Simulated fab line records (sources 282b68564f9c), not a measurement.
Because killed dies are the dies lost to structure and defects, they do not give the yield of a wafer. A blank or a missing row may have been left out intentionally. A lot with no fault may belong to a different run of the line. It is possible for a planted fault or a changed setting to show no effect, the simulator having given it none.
The tool behind it: which one? | flow rit-cmos | 15 lots with 45 wafers sampled at 2 steps, on a route of 202 steps

== WHAT THE GAUGES READ, wafer by wafer ==
RIT_PRETRO_TW_MEAS_10.
lot  | measured    | on            | PRETRO_TW
L179 | day 2 07:46 | film-metro-01 | 465 468 466
L180 | day 2 12:37 | film-metro-02 | 478 479 477
L181 | day 2 19:02 | film-metro-01 | 464 464 466
L182 | day 2 22:06 | film-metro-04 | 475 471 473
L183 | day 3 04:09 | film-metro-02 | 476 476 475
L184 | day 3 08:42 | film-metro-02 | 475 476 475
L185 | day 3 14:29 | film-metro-02 | 476 479 477
L187 | day 4 00:39 | film-metro-01 | 464 463 465
L189 | day 4 10:31 | film-metro-01 | 466 465 465
L192 | day 5 01:05 | film-metro-04 | 472 473 473
L194 | day 5 10:26 | film-metro-01 | 470 464 466
L195 | day 5 15:47 | film-metro-02 | 480 476 479
L196 | day 5 20:29 | film-metro-01 | 466 468 467
L197 | day 6 02:33 | film-metro-01 | 467 467 465
L199 | day 6 11:01 | film-metro-04 | 475 473 474

RIT_FOX2_THK_MEAS_91.
lot  | measured    | on            | FIELD_OXIDE_LEFT_2_THK (nm)
L179 | day 2 08:14 | film-metro-04 | 259 259 261
L180 | day 2 13:07 | film-metro-01 | 262 268 264
L181 | day 2 19:32 | film-metro-04 | 260 255 263
L182 | day 2 22:37 | film-metro-04 | 266 266 260
L183 | day 3 04:39 | film-metro-01 | 269 264 271
L184 | day 3 09:11 | film-metro-04 | 271 272 267
L185 | day 3 14:58 | film-metro-03 | 266 267 262
L187 | day 4 01:11 | film-metro-04 | 261 260 259
L189 | day 4 11:00 | film-metro-01 | 250 248 248
L192 | day 5 01:34 | film-metro-03 | 263 258 255
L194 | day 5 10:55 | film-metro-01 | 241 249 249
L195 | day 5 16:16 | film-metro-01 | 255 257 258
L196 | day 5 20:58 | film-metro-03 | 250 253 251
L197 | day 6 03:02 | film-metro-04 | 259 254 255
L199 | day 6 11:31 | film-metro-03 | 257 252 252

== WHAT TOOL EACH LOT RAN ON (gives the tool, then ch and the chambers of the sampled wafers, and finally the start) ==
The record holds no process step before these readings.

== AS READ BY THE TOOLS THEMSELVES (means over the sampled wafers that have a number; for cases with no such wafer, the mark the record gives instead) ==
The record holds no such reading with a usual standard deviation.

== THE ANSWER, worked out from the rows above alone ==
Rule: the lots themselves supply what counts as usual. The widest of any qualifying gaps counts: lots, ordered by their means at a reading, are off when they make up no more than a third of the lots, leave a main group of 4 or more, and stand apart from it by 3 or more times the standard deviation of that group's means. The tables above print the reading to a certain number of digits; a main group whose means all agree to those digits is not used. Also off: a lot with no number at a reading for which 4 or more lots have one. Where the step has rows for the other lots, those lots are counted as sound. Order of review: gauges by route order, followed by the tools' own readings, for which a lot's mean as printed above is used. The first step at which some lot is off is used, and at that step the reading that is off furthest; a lot without a number counts as furthest.
Nothing can be told from this: no lot is off at any reading shown.

== WHAT THE SIMULATOR PUT IN ==
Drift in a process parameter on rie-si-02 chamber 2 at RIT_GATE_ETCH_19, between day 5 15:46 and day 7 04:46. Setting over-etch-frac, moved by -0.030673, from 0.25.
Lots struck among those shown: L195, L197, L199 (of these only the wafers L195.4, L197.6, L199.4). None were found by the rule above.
